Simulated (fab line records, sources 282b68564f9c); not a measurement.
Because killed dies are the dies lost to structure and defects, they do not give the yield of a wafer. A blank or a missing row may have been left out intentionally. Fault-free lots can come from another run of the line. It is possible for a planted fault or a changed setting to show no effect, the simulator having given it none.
A struck lot beside a sound one + flow ritCmos + 19 steps out of a route of 202
Sound: wafers L865.1, L865.2, L865.5. Struck: wafers L881.2, L881.3, L881.5. The cause is named last.
For every step that has rows: the tool of each side, followed by ch and its chambers, followed by its first start. Under that, the readings that differ: sound wafers + struck wafers + difference of the means + sigmas: that difference in standard deviations of wafers without a fault.
alike: a reading whose means differ by less than 2 such deviations, as well as words and numbers matching on both sides. not compared: withheld readings; readings where some wafer has no value; bounds like >300 that might hide an equal value; numbers whose values overlap and for which the record gives no deviation.
A row with sigmas, a row that says differs or no value, or rows on one side alone: a step with any of these is where the two part. Numbers that have no deviation but don't overlap get no sigmas and don't part them. A reading missing from all wafers of one side parts the sides only when that side holds two or more wafers.

first, 1 step without rows for these wafers: RIT_GATE_CLEAN_04 (cleans in dHF, time 60 s).
RIT_FOX2_THK_MEAS_91:
  sound on filmMetro-03 at day 3 09:37; struck on filmMetro-02 at day 6 14:01
  alike: FIELD_OXIDE_LEFT_2_THK
then, 2 steps without rows for these wafers: RIT_GATE_OXIDATION_05 (target thk 3 nm, ox time 270 s); RIT_GATE_ANNEAL_06 (time 600 s).
RIT_GATE_THK_MEAS_07:
  sound on filmMetro-01 at day 3 13:10; struck on filmMetro-03 at day 6 15:24
  alike: GATE_OXIDE_THK
then, 1 step without rows for these wafers: RIT_GATE_CVD_08 (deposits poly-Si from SiH4, target thk 250 nm, time 2220 s).
RIT_GATE_THK_MEAS_09:
  sound on filmMetro-02 at day 3 14:51; struck on filmMetro-03 at day 6 18:07
  alike: GATE_POLY_THK
then, 2 steps without rows for these wafers: RIT_GATE_HMDS_10 (prime time 60 s); RIT_GATE_COAT_11 (resist thk 850 nm).
RIT_GATE_SOFTBAKE_12: time 61.13 s.
  sound on lithoTrack-02 ch 0, day 3 15:13; struck on lithoTrack-03 ch 0, day 6 18:29
  alike: plateSensorTCentreC, plateSensorTEdgeC
then, 2 steps without rows for these wafers: RIT_GATE_EXPOSE_13 (exposes mask M6, target cd 150 nm); RIT_GATE_PEB_14.
RIT_GATE_DEVELOP_15: develop time 50 s.
  sound on lithoTrack-02 ch 0, day 3 15:00; struck on lithoTrack-01 ch 0, day 6 19:00
| reading            | sound             | struck            | difference | sigmas |
|--------------------|-------------------|-------------------|------------|--------|
| developerTempC (C) | 22.84 22.99 23.01 | 23.64 23.58 23.61 | +0.66      | +8     |
RIT_GATE_CD_MEAS_16: target cd 150 nm.
  sound on cdSem-01 at day 3 16:00; struck on cdSem-01 at day 6 19:09
| reading   | sound             | struck            | difference | sigmas |
|-----------|-------------------|-------------------|------------|--------|
| cdNm (nm) | 144.7 145.4 147.3 | 154.0 154.3 153.1 | +8.0       | +3     |
  not compared: hold
RIT_GATE_OVL_MEAS_17:
  sound on overlay-01 at day 3 16:07; struck on overlay-02 at day 6 19:16
  alike: GATE_OVL
  not compared: hold
then, 1 step without rows for these wafers: RIT_GATE_HARDBAKE_18 (time 60 s).
RIT_GATE_ETCH_19: etches poly-Si in SF6/CHF3/O2, stops on SiO2, time 165 s, target depth 312.5 nm.
  sound on rieSi-02 ch 1,3, day 3 16:19; struck on rieSi-02 ch 0,1,2, day 6 19:26
| reading              | sound           | struck          | difference | sigmas |
|----------------------|-----------------|-----------------|------------|--------|
| model.GATE.cdNm (nm) | 144.3 145.5 147 | 153.9 153.9 153 | +8.0       |        |
  alike: drypumpMotorCurrentA, heBacksideLeakSccm, oesProductAu, throttleValvePct
  not compared: rfHoursCounterH
RIT_GATE_STRIP_20: strips in O2, time 180 s.
  sound on plasmaAsher-02 ch 0,1, day 3 16:25; struck on plasmaAsher-04 ch 0, day 6 19:33
  alike: drypumpMotorCurrentA
  not compared: rfHoursCounterH
RIT_M1_PROBE_99:
  sound on prober-02 at day 4 14:29; struck on prober-02 at day 7 16:43
| reading                                 | sound                | struck               | difference | sigmas |
|-----------------------------------------|----------------------|----------------------|------------|--------|
| model.etest.npolyLine.lineOhmUm         | 180.1 172.2 172      | 160 159.5 163.7      | -14        |        |
| model.etest.ppolyLine.lineOhmUm         | 174.7 168.6 167      | 151.1 153.8 155.4    | -16.7      |        |
| model.etest.ppolyLine.widthNm (nm)      | 96.88 97.62 98.75    | 106.8 106.4 106.2    | +8.7       |        |
| model.etest.npolyLine.widthNm (nm)      | 96.35 97 98.37       | 105.5 104.9 104.5    | +7.7       |        |
| model.etest.ring.delayPs                | 25.3 25.7 25.95      | 28.7 28.55 28.24     | +2.8       |        |
| model.etest.ring.quietLog10A (angstrom) | -7.309 -7.454 -7.479 | -8.097 -8.058 -7.975 | -0.629     |        |
| model.etest.nmos_0p15.vtSatV (V)        | 0.2529 0.2631 0.2708 | 0.3093 0.3136 0.3088 | +0.0483    |        |
  alike: killed_at_M0_to_M3, killedAtFrontEnd, killedDies, killedOpen, killedShort

## WHERE THEY PART
First at RIT_GATE_DEVELOP_15; last, within this record, at RIT_GATE_CD_MEAS_16. Later steps at which nothing parts them and some readings are alike: RIT_GATE_OVL_MEAS_17, RIT_GATE_ETCH_19, RIT_GATE_STRIP_20, RIT_M1_PROBE_99.

WHY: what the simulator had put in
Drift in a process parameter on lithoTrack-01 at RIT_GATE_DEVELOP_15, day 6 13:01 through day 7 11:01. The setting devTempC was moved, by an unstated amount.
